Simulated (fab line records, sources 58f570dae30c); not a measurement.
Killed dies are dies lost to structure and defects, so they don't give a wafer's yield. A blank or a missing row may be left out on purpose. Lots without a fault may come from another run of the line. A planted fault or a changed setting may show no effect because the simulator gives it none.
Problem report in the 8D (eight disciplines) form, filled by code | flow berkeley_cmos170 | the parts of the form that need people (team, actions taken, sign-off) are left out

1. THE PROBLEM
chamber_o2_ppm at UCB170_SILICIDE_RTA_04 reads a mean of 62.003 on 9 wafers of 3 lots; wafers without a fault read 2.000 with a standard deviation of 0.018. That is +99 or more standard deviations from the usual mean.
The step: time 15 s.
First seen on wafer L265.3, day 10 05:51, on rtp_anneal-01. The record holds 21 wafers of 7 lots with a number at this step. Rule for "out", or "out of limits": more than 4 standard deviations from the usual mean. The other wafers with a number count as sound.

2. WHAT IT IS AND WHAT IT IS NOT
question                    | is                     | is not
which readings at this step | chamber_o2_ppm         | lamp_power_pct
which lots                  | L265, L267, L270       | L252, L262, L268, L272
which wafers of those lots  | all that have a number | -
read on which tools         | rtp_anneal-01          | rtp_anneal-02
when                        | from day 10 05:51      | up to then (6 sound wafers); but 6 sound wafers of L268, L272 came after

3. SUSPECTS, AND WHAT RULES EACH OUT
Counting: a tool at a process step up to the reading stays a suspect if it ran every lot that is out and no sound lot after the first of them.
- rtp_anneal-01 at UCB170_SILICIDE_RTA_04 (time 15 s): kept. It ran every lot that is out, first L265 (day 10 05:51), and no sound lot after that; its last sound lot up to then is L262 (day 10 05:26). Its own readings are out on those wafers: chamber_o2_ppm.
Left after counting: rtp_anneal-01 at UCB170_SILICIDE_RTA_04.

4. THE CAUSE (what the simulator had put in)
Process parameter drift: rtp_anneal-01, from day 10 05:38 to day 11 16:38, at UCB170_SILICIDE_RTA_04. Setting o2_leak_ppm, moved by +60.
Counting left only this tool.

5. THE CHAIN OF EFFECTS, in route order
Each row: a reading whose mean over the struck wafers that have a number lies more than 3 standard deviations from the usual. Only readings for which the record gives a usual standard deviation are gone through. hours: the time from each lot's start at the first step in this table that gives one to its start at this step, as a median over the lots. sigmas: the change in usual standard deviations.
hours | step                   | reading        | usual | on struck wafers | change  | sigmas
0     | UCB170_SILICIDE_RTA_04 | chamber_o2_ppm | 2.000 | 62.003           | +60.003 | +99 or more
The process steps in it:
- UCB170_SILICIDE_RTA_04: time 15 s.

6. WHAT WOULD HAVE CAUGHT IT SOONER
In this record the first reading out of limits was taken at day 10 05:51, 0 hours after the fault began at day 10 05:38.
